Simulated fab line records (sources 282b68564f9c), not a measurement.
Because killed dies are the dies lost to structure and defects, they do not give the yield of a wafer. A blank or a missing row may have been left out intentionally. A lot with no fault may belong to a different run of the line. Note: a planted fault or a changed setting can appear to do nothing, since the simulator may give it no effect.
fab line records	flow rit_cmos
[record] lots = 6	wafers = 18	last_day = 6
route steps=202 shown ACTIVE@8 FOX1@20 M1@202
lots with no fault: from the same line, run without faults
start_h: the number of hours between the record's first day and the start of the first shown wafer of the lot	wait_h: hours from the lot's prior step to this one	" unchanged from the row above	L1.1+2: one row covering several wafers at once	- no value present, or no start provided	* or withheld: withheld	< > ~ a bound
route shown NAME@n: names a module that has steps shown in the file, with the first one's number in the route	usual: mean/standard deviation taken from wafers without a fault	same: alike in all rows	chamber/n: place in a boat	sites: readings site by site	_std_site: the standard deviation of these	_edge_site: the outer-site mean with the inner-site mean subtracted	radius_mm: for every site, how far away it sits from the centre of the wafer	mask NAME#n: copy n	behind: the last tool/chamber to shape the wafer	hold: why the lot went on hold/how many hours it stayed there/how the hold came to an end	device: which transistor (n, p or np) failed to switch	end of line: the same wafers' tests at the end of the route	a step given without rows: its recipe and nothing more	killed: at the first sort, the dies lost to defects and structure; wafer yield is something else	map: dies across one wafer; x = killed, . = not, _ = none there
set.NAME: the run value of the setting; set.NAME@STEP: its run value at that earlier step	model.NAME: the simulator's own value behind a step, which no gauge read
lots at selected steps of the route; one table per step, one row per wafer
services: when a tool's chamber went out of use (start_h, in hours from the record's first day, below 0 if earlier), for how many hours, and the reason
[[steps]]
[step RIT_ACTIVE_SOFTBAKE_07]
[recipe] resist = NOVOLAK	temp_c = 90	time_s = 60
[step RIT_ACTIVE_EXPOSE_08]
[recipe] mask_id = M1	na = 0.6	source_shape = conventional	sigma_outer = 0.6	target_cd_nm = 1400	dose_mj = 225
[step RIT_ACTIVE_PEB_09]
[recipe] resist = NOVOLAK	temp_c = withheld	time_s = withheld
[step RIT_ACTIVE_DEVELOP_10]
[recipe] resist = NOVOLAK	develop_time_s = 50	dev_temp_c = 23
[step RIT_ACTIVE_CD_MEAS_11]
[recipe] target_cd_nm = 1400
[usual] cd_nm = 1399.6/2.7
lot.wafer	tool	chamber	start_h	wait_h	cd_nm
L528.2	cd_sem-02	-	54.58	-	1396.3
L528.5	"	-	"	"	1398.3
L528.6	"	-	"	"	1396.0
L530.1	cd_sem-01	-	65.55	-	1392.8
L530.2	"	-	"	"	1394.0
L530.4	"	-	"	"	1394.7
L531.1	cd_sem-02	-	70.89	-	1396.6
L531.4	"	-	"	"	1398.3
L531.5	"	-	"	"	1396.2
L532.4	cd_sem-01	-	75.49	-	1402.3
L532.5	"	-	"	"	1402.8
L532.6	"	-	"	"	1400.6
L533.1	cd_sem-01	-	80.28	-	1400.8
L533.5	"	-	"	"	1401.7
L533.6	"	-	"	"	1399.9
L534.1	cd_sem-01	-	86.48	-	1401.6
L534.3	"	-	"	"	1401.0
L534.4	"	-	"	"	1400.8
[step RIT_ACTIVE_HARDBAKE_12]
[recipe] resist = NOVOLAK	temp_c = 140	time_s = 60
[step RIT_ACTIVE_ETCH_13]
[recipe] stop_on = SiO2	chemistry = SF6	target = Si3N4	time_s = 210	over_etch_frac = 0.4	SF6_flow_sccm = 200	pressure_mtorr = 260	rf_w = 125	target_depth_a = 2100
[usual] SF6_flow_sccm = 199.9/0.58	drypump_motor_current_A = 5.7/0.37	oes_product_au = 0.822/0.014	throttle_valve_pct = 7.52/0.11
lot.wafer	tool	chamber	start_h	wait_h	SF6_flow_sccm	drypump_motor_current_A	oes_product_au	rf_hours_counter_h	throttle_valve_pct
L528.2	rie_diel-03	2	54.83	0.1	200.2	5.6	0.813	82	7.38
L528.5	"	2	"	"	200.2	5.6	0.807	-	7.40
L528.6	"	3	"	"	199.3	5.7	0.838	-	7.27
L530.1	rie_diel-04	0	65.82	0.1	200.1	5.1	0.834	16	7.54
L530.2	"	3	"	"	201.6	5.7	0.821	27	7.67
L530.4	"	2	"	"	199.3	6.0	0.815	1	7.60
L531.1	rie_diel-04	3	71.27	0.1	199.4	5.7	0.828	28	7.66
L531.4	"	2	"	"	199.7	6.0	0.807	1	7.61
L531.5	"	3	"	"	199.3	5.7	0.822	-	7.66
L532.4	rie_diel-04	1	75.70	0.1	200.1	5.9	0.824	8	7.64
L532.5	"	1	"	"	200.4	5.9	0.829	-	7.63
L532.6	"	2	"	"	200.2	5.9	0.822	-	7.60
L533.1	rie_diel-04	2	80.55	0.1	198.9	5.9	0.807	1	7.61
L533.5	"	1	"	"	198.9	6.0	0.831	-	7.63
L533.6	"	0	"	"	200.0	5.1	0.833	-	7.55
L534.1	rie_diel-04	0	86.75	0.1	199.3	5.1	0.844	17	7.55
L534.3	"	1	"	"	200.8	5.9	0.832	9	7.62
L534.4	"	3	"	"	199.9	5.7	0.830	28	7.66
[step RIT_ACTIVE_STRIP_14]
[recipe] chemistry = O2	time_s = 180	resist = NOVOLAK	platen_temp_c = withheld	power_w = 500	pressure_mtorr = 4000	o2_flow_sccm = 4000
[usual] drypump_motor_current_A = 5.8/0.51
lot.wafer	tool	chamber	start_h	wait_h	drypump_motor_current_A	rf_hours_counter_h
L528.2	plasma_asher-04	0	54.97	0.1	5.3	44
L528.5	"	0	"	"	5.3	-
L528.6	"	1	"	"	5.9	-
L530.1	plasma_asher-04	1	65.95	0.1	5.9	46
L530.2	"	0	"	"	5.3	46
L530.4	"	1	"	"	6.0	-
L531.1	plasma_asher-02	1	71.41	0.1	5.9	45
L531.4	"	1	"	"	5.9	-
L531.5	"	1	"	"	5.8	-
L532.4	plasma_asher-02	0	75.89	0.1	6.5	-
L532.5	"	0	"	"	6.5	-
L532.6	"	1	"	"	5.9	-
L533.1	plasma_asher-01	1	80.68	0.1	4.9	36
L533.5	"	1	"	"	4.9	-
L533.6	"	0	"	"	5.3	-
L534.1	plasma_asher-04	1	86.88	0.1	5.9	48
L534.3	"	0	"	"	5.3	-
L534.4	"	1	"	"	5.9	-
[step RIT_ACTIVE_CD_MEAS_90]
[recipe] target_cd_nm = 1400
[usual] cd_nm = 1399.8/2.7
lot.wafer	tool	chamber	start_h	wait_h	cd_nm
L528.2	cd_sem-02	-	55.16	0.1	1396.6
L528.5	"	-	"	"	1398.5
L528.6	"	-	"	"	1396.2
L530.1	cd_sem-02	-	66.13	0.1	1393.1
L530.2	"	-	"	"	1393.9
L530.4	"	-	"	"	1394.8
L531.1	cd_sem-02	-	71.58	0.1	1396.9
L531.4	"	-	"	"	1398.2
L531.5	"	-	"	"	1396.3
L532.4	cd_sem-01	-	76.07	0.1	1402.5
L532.5	"	-	"	"	1402.6
L532.6	"	-	"	"	1400.7
L533.1	cd_sem-01	-	80.85	0.1	1400.5
L533.5	"	-	"	"	1401.4
L533.6	"	-	"	"	1400.3
L534.1	cd_sem-02	-	87.05	0.1	1402.2
L534.3	"	-	"	"	1401.2
L534.4	"	-	"	"	1401.1
[step RIT_ACTIVE_CLEAN_15]
[recipe] chemistry = SC1	mix = 3:3:50	time_s = 600	temp_c = 75
[step RIT_ACTIVE_CLEAN_16]
[recipe] chemistry = dHF	dilution = 50:1	time_s = 30
[step RIT_ACTIVE_CLEAN_17]
[recipe] chemistry = SC2	mix = 3:3:50	time_s = 600	temp_c = 75	dry = n2_spin
[step RIT_FOX1_OXIDATION_00]
[recipe] temp_c = 1100	ambient = H2O	target_thk_a = 3507	p_h2o_torr = 720	ox_time_s = 1130
lot.wafer	tool	chamber	start_h	wait_h	model.SiO2_of_FOX1_OXIDATION_00.thk_nm
L528.2	furnace-04	0	55.92	0.3	343.2
L528.5	"	0	"	"	341.5
L528.6	"	0	"	"	344.8
L530.1	furnace-01	0	68.37	1.8	346.1
L530.2	"	0	"	"	348.1
L530.4	"	0	"	"	339.4
L531.1	furnace-03	0	73.08	0.8	354.1
L531.4	"	0	"	"	350.9
L531.5	"	0	"	"	349.6
L532.4	furnace-01	0	76.79	0.3	311
L532.5+6	"	0	"	"	309
L533.1	furnace-01	0	84.09	2.7	310.8
L533.5	"	0	"	"	308.2
L533.6	"	0	"	"	305
L534.1	furnace-03	0	88.57	1.0	352.6
L534.3	"	0	"	"	351.9
L534.4	"	0	"	"	347.1
[step RIT_FOX1_THK_MEAS_01]
[recipe] reads = SiO2_of_FOX1_OXIDATION_00
[usual] FOX1_OXIDE_THK = 348/6
lot.wafer	tool	chamber	start_h	wait_h	FOX1_OXIDE_THK[nm]
L528.2	film_metro-03	-	57.24	0.0	343
L528.5	"	-	"	"	341
L528.6	"	-	"	"	345
L530.1	film_metro-02	-	69.69	0.0	346
L530.2	"	-	"	"	348
L530.4	"	-	"	"	339
L531.1	film_metro-02	-	74.39	0.0	354
L531.4	"	-	"	"	351
L531.5	"	-	"	"	350
L532.4	film_metro-02	-	78.14	0.0	311
L532.5	"	-	"	"	309
L532.6	"	-	"	"	309
L533.1	film_metro-01	-	85.40	0.0	311
L533.5	"	-	"	"	308
L533.6	"	-	"	"	305
L534.1	film_metro-03	-	89.88	0.0	353
L534.3	"	-	"	"	352
L534.4	"	-	"	"	347
[step RIT_FOX1_WET_ETCH_02]
[recipe] chemistry = BOE	target_depth_nm = 350	time_s = 390	temp_c = 21.5	dry = n2_spin	dilution = 10:1	target = SiO2
[step RIT_M1_PROBE_99]
[usual] killed_at_contacts = 0.1/0.27	killed_at_front_end = 7/3.1	killed_dies = 7/3.2	killed_on_rim = 1.8/1.4	killed_open = 3.8/2.1	killed_short = 3.6/2
[same] gross_dies = 264	killed_at_M0_to_M3 = 0	killed_at_M4_up = 0	killed_at_back_side = 0	killed_at_other = 0
lot.wafer	tool	chamber	start_h	wait_h	killed_at_contacts	killed_at_front_end	killed_dies	killed_on_rim	killed_open	killed_short	model.etest.pplus_sal.width_nm	model.etest.nplus_sal.width_nm	model.etest.nldd.width_nm	model.etest.pldd.width_nm	model.etest.pmos_narrow.drive_ua_um
L528.2	prober-01	-	99.66	0.1	0	8	8	2	4	4	3444	3463	3202	3201	102.9
L528.5	prober-01	-	99.81	0.2	0	8	8	4	2	6	3437	3448	3202	3175	104.3
L528.6	prober-01	-	99.86	0.2	0	3	3	0	2	1	3478	3476	3213	3203	104.4
L530.1	prober-01	-	114.08	0.1	1	9	10	4	7	3	3451	3463	3187	3185	100.2
L530.2	prober-01	-	114.13	0.1	0	5	5	0	4	1	3466	3459	3180	3183	100.5
L530.4	prober-01	-	114.23	0.2	0	6	6	1	3	3	3431	3407	3183	3176	96.29
L531.1	prober-02	-	119.58	0.1	0	4	4	1	2	2	3450	3434	3186	3195	104.1
L531.4	prober-02	-	119.73	0.2	0	3	3	0	3	0	3473	3460	3206	3213	104.6
L531.5	prober-02	-	119.78	0.2	0	3	3	0	1	2	3446	3427	3210	3217	105.2
L532.4	prober-01	-	124.34	0.2	0	10	10	1	2	8	3475	3485	3214	3198	106.5
L532.5	prober-01	-	124.39	0.2	0	12	12	0	6	6	3489	3487	3208	3212	107.3
L532.6	prober-01	-	124.44	0.2	0	7	7	1	4	3	3474	3471	3200	3209	105.6
L533.1	prober-02	-	132.11	0.1	0	8	8	3	2	6	3490	3472	3200	3224	105
L533.5	prober-02	-	132.31	0.2	1	8	9	3	5	4	3488	3463	3211	3208	103.9
L533.6	prober-02	-	132.36	0.2	0	5	5	1	2	3	3490	3490	3230	3226	104.1
L534.1	prober-01	-	141.54	0.1	0	11	11	2	9	2	3453	3454	3201	3189	101.7
L534.3	prober-01	-	141.64	0.2	0	3	3	0	1	2	3450	3457	3190	3199	101.8
L534.4	prober-01	-	141.69	0.2	0	6	6	2	3	3	3465	3459	3188	3194	103
// killed by level:class
L528.2 GATE:geometric_particle:short=2 GATE:geometric_particle:open=2 FOX1:geometric_particle:short=1 FOX2:geometric_particle:open=1 SPACER:geometric_particle:short=1 SPACER:geometric_particle:open=1
L528.5 GATE:geometric_particle:short=3 GATE:geometric_particle:open=2 FOX1:geometric_particle:short=1 FOX2:geometric_particle:short=1 SILICIDE:geometric_particle:short=1
L528.6 GATE:geometric_particle:short=1 REOX:geometric_particle:open=1 SPACER:geometric_particle:open=1
L530.1 GATE:geometric_particle:open=2 SILICIDE:geometric_particle:open=2 FOX1:geometric_particle:short=1 FOX2:geometric_particle:open=1 GATE:geometric_particle:short=1 REOX:geometric_particle:open=1 SILICIDE:geometric_particle:short=1 CONTACT:geometric_particle:open=1
L530.2 FOX1:geometric_particle:open=2 FOX2:geometric_particle:open=1 GATE:geometric_particle:open=1 GATE:geometric_particle:short=1
L530.4 FOX2:geometric_particle:short=2 FOX2:geometric_particle:open=1 GATE:geometric_particle:open=1 GATE:geometric_particle:short=1 SPACER:geometric_particle:open=1
L531.1 GATE:geometric_particle:open=2 SPACER:geometric_particle:short=2
L531.4 GATE:geometric_particle:open=2 FOX1:geometric_particle:open=1
L531.5 GATE:geometric_particle:short=1 SPACER:geometric_particle:short=1 SILICIDE:geometric_particle:open=1
L532.4 FOX1:geometric_particle:short=2 FOX2:geometric_particle:short=2 GATE:geometric_particle:short=2 SPACER:geometric_particle:short=2 GATE:geometric_particle:open=1 SPACER:geometric_particle:open=1
L532.5 GATE:geometric_particle:open=5 SPACER:geometric_particle:short=3 GATE:geometric_particle:short=2 FOX1:geometric_particle:open=1 FOX1:geometric_particle:short=1
L532.6 REOX:geometric_particle:short=2 ACTIVE:geometric_particle:open=1 GATE:geometric_particle:open=1 GATE:geometric_particle:short=1 SPACER:geometric_particle:open=1 SILICIDE:geometric_particle:open=1
L533.1 FOX1:geometric_particle:short=2 SPACER:geometric_particle:short=2 GATE:geometric_particle:short=1 REOX:geometric_particle:short=1 REOX:geometric_particle:open=1 SPACER:geometric_particle:open=1
L533.5 FOX1:geometric_particle:short=1 FOX2:geometric_particle:open=1 FOX2:geometric_particle:short=1 GATE:geometric_particle:short=1 REOX:geometric_particle:open=1 SPACER:geometric_particle:open=1 SPACER:geometric_particle:short=1 SILICIDE:geometric_particle:open=1
L533.6 FOX1:geometric_particle:open=2 FOX1:geometric_particle:short=2 GATE:geometric_particle:short=1
L534.1 SPACER:geometric_particle:open=4 GATE:geometric_particle:short=2 SILICIDE:geometric_particle:open=2 FOX1:geometric_particle:open=1 GATE:geometric_particle:open=1 REOX:geometric_particle:open=1
L534.3 FOX1:geometric_particle:short=1 GATE:geometric_particle:short=1 GATE:geometric_particle:open=1
L534.4 GATE:geometric_particle:open=2 GATE:geometric_particle:short=1 REOX:geometric_particle:short=1 SILICIDE:geometric_particle:open=1 SILICIDE:geometric_particle:short=1
[[services]]
tool	chamber	start_h	hours	kind
plasma_asher-01	-	54.84	6.3	repair
furnace-01	-	59.65	2.8	pm
rie_diel-04	2	67.37	2.4	repair
furnace-03	-	70.85	2.2	pm
furnace-03	-	85.52	3.0	pm
[[key]]
[first_sign] step = RIT_FOX1_THK_MEAS_01	reading = FOX1_OXIDE_THK	direction = down	sigmas = 6.6	usual = 348	struck = 309
effect none on later readings
[model_effect] step = RIT_FOX1_OXIDATION_00	value = SiO2_of_FOX1_OXIDATION_00.thk_nm	without = 353.4	struck = 308.8
[model_effect] step = RIT_M1_PROBE_99	value = etest.pplus_sal.width_nm	without = 3437	struck = 3484
met_at RIT_FOX1_OXIDATION_00
struck_wafers L532.4,L532.5,L532.6,L533.1,L533.5,L533.6
tester_left_out L532,L533
onset_between 68.37 76.79
[fault] kind = process_parameter_drift	tool = furnace-01	chamber = -	onset_h = 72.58	steps = RIT_FOX1_OXIDATION_00	channel = ox_time_s	offset = *	shape = step	end_h = 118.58	acts_in = *	stated = *
// tester_left_out: of these lots the tester's yield and bins aren't shown, on N5 and GAA mostly nor the transistor test; their killed dies are dies lost to structure and defects alone, not to doping, threshold or leakage, so they don't give the yield
